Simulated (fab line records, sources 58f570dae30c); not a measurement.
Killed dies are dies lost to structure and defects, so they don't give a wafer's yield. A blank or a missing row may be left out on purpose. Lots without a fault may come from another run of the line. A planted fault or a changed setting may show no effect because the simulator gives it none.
Which tool did it? | flow berkeley_cmos170 | 14 lots, 42 wafers sampled, at 3 steps of a route of 331

WHAT THE GAUGES READ, wafer by wafer
UCB170_PWELL_THK_MEAS_03. Usual: PWELL_OXIDE_THK 26.6 nm, standard deviation 0.55.
lot  | measured    | on            | PWELL_OXIDE_THK (nm) | flag
L356 | day 2 20:00 | film_metro-01 | 25.9 26.6 26.0       |
L358 | day 3 08:14 | film_metro-01 | 27.2 27.5 26.9       |
L360 | day 4 04:24 | film_metro-04 | 26.9 27.4 27.4       |
L361 | day 4 04:25 | film_metro-01 | 26.9 27.4 26.8       |
L364 | day 4 14:56 | film_metro-03 | 27.2 27.0 27.1       |
L365 | day 4 20:20 | film_metro-03 | 26.8 27.0 27.0       |
L369 | day 5 14:47 | film_metro-03 | 25.9 25.9 26.0       |
L370 | day 5 14:50 | film_metro-03 | 26.6 25.9 26.2       |
L375 | day 6 14:40 | film_metro-04 | 26.1 26.2 26.3       |
L373 | day 6 14:40 | film_metro-03 | 26.4 26.3 26.3       |
L374 | day 6 14:43 | film_metro-03 | 25.9 26.2 26.1       |
L377 | day 7 02:49 | film_metro-01 | 26.3 26.5 26.5       |
L378 | day 7 02:49 | film_metro-03 | 26.5 26.7 25.9       |
L379 | day 7 10:43 | film_metro-03 | 26.0 26.1 25.8       |

UCB170_SDANNEAL_RS_MEAS_02: measures by four-point-probe. Usual: PSD_RS 75.7 ohm/sq, standard deviation 0.31.
lot  | measured     | on            | PSD_RS (ohm/sq) | flag
L356 | day 7 09:16  | film_metro-04 | 75.1 75.1 75.5  |
L358 | day 7 19:19  | film_metro-02 | 75.8 75.4 75.3  |
L360 | day 8 14:23  | film_metro-04 | 75.5 75.6 75.3  |
L361 | day 8 13:34  | film_metro-02 | 75.7 75.5 75.6  |
L364 | day 9 00:23  | film_metro-04 | 75.5 75.5 75.4  |
L365 | day 9 00:35  | film_metro-02 | 75.4 75.7 75.2  |
L375 | day 11 04:22 | film_metro-02 | 76.0 75.7 75.7  |
L373 | day 11 03:34 | film_metro-03 | 75.6 75.9 75.7  |
L374 | day 11 04:19 | film_metro-03 | 75.3 75.8 75.4  |
L377 | day 11 17:22 | film_metro-03 | 76.0 76.1 75.9  |
L378 | day 11 17:38 | film_metro-02 | 75.4 75.8 75.3  |
L379 | day 12 00:20 | film_metro-04 | 75.6 75.5 75.3  |

WHICH TOOL RAN EACH LOT (tool, then ch and the chambers of the sampled wafers, then the start)
lot  | UCB170_PWELL_DEVELOP_12
L356 | litho_track-04 ch 0, day 3 04:00
L358 | litho_track-02 ch 0, day 3 16:00
L360 | litho_track-01 ch 0, day 4 13:00
L361 | litho_track-02 ch 0, day 4 14:00
L364 | litho_track-04 ch 0, day 4 21:00
L365 | litho_track-02 ch 0, day 5 05:00
L369 | litho_track-01, day 5 23:00
L370 | litho_track-02, day 5 23:00
L375 | litho_track-01 ch 0, day 6 22:00
L373 | litho_track-04 ch 0, day 6 22:00
L374 | litho_track-02 ch 0, day 6 22:00
L377 | litho_track-04 ch 0, day 7 10:00
L378 | litho_track-04 ch 0, day 7 11:00
L379 | litho_track-04 ch 0, day 7 18:00
- UCB170_PWELL_DEVELOP_12: develop time 45 s.

WHAT THE TOOLS THEMSELVES READ (means of the sampled wafers that have a number; where no wafer has one, the mark that the record gives instead)
UCB170_PWELL_DEVELOP_12. Usual: chill_plate_temp_C 22.98 C, standard deviation 0.11.
lot  | tool           | chill_plate_temp_C (C) | flag
L356 | litho_track-04 | 22.95                  |
L358 | litho_track-02 | 23.17                  |
L360 | litho_track-01 | 23.00                  |
L361 | litho_track-02 | 23.08                  |
L364 | litho_track-04 | 23.01                  |
L365 | litho_track-02 | 22.88                  |
L369 | litho_track-01 | -                      | OFF
L370 | litho_track-02 | -                      | OFF
L375 | litho_track-01 | 22.98                  |
L373 | litho_track-04 | 22.94                  |
L374 | litho_track-02 | 22.90                  |
L377 | litho_track-04 | 23.02                  |
L378 | litho_track-04 | 22.92                  |
L379 | litho_track-04 | 22.93                  |

THE ANSWER, worked out from the rows above alone
Rule: a lot is off if the mean of its wafers that have a number lies more than 3 standard deviations from the usual mean. A lot without any number at a reading at which 4 lots or more have one is off too. The other lots that the step has rows for count as sound. The gauges are gone through in route order, then the tools' own readings, and for those a lot's mean is taken as printed above. The first step at which some lot is off is used, and at that step the reading that is off furthest; a lot without a number counts as furthest.
Off: L369, L370, at UCB170_PWELL_DEVELOP_12 (chill_plate_temp_C). Without a number there: L369, L370.
A tool fits if, at that step or a process step before it, it ran every lot that is off, and no sound lot after the first of them. None of those tried fits.

WHAT THE SIMULATOR HAD PUT IN
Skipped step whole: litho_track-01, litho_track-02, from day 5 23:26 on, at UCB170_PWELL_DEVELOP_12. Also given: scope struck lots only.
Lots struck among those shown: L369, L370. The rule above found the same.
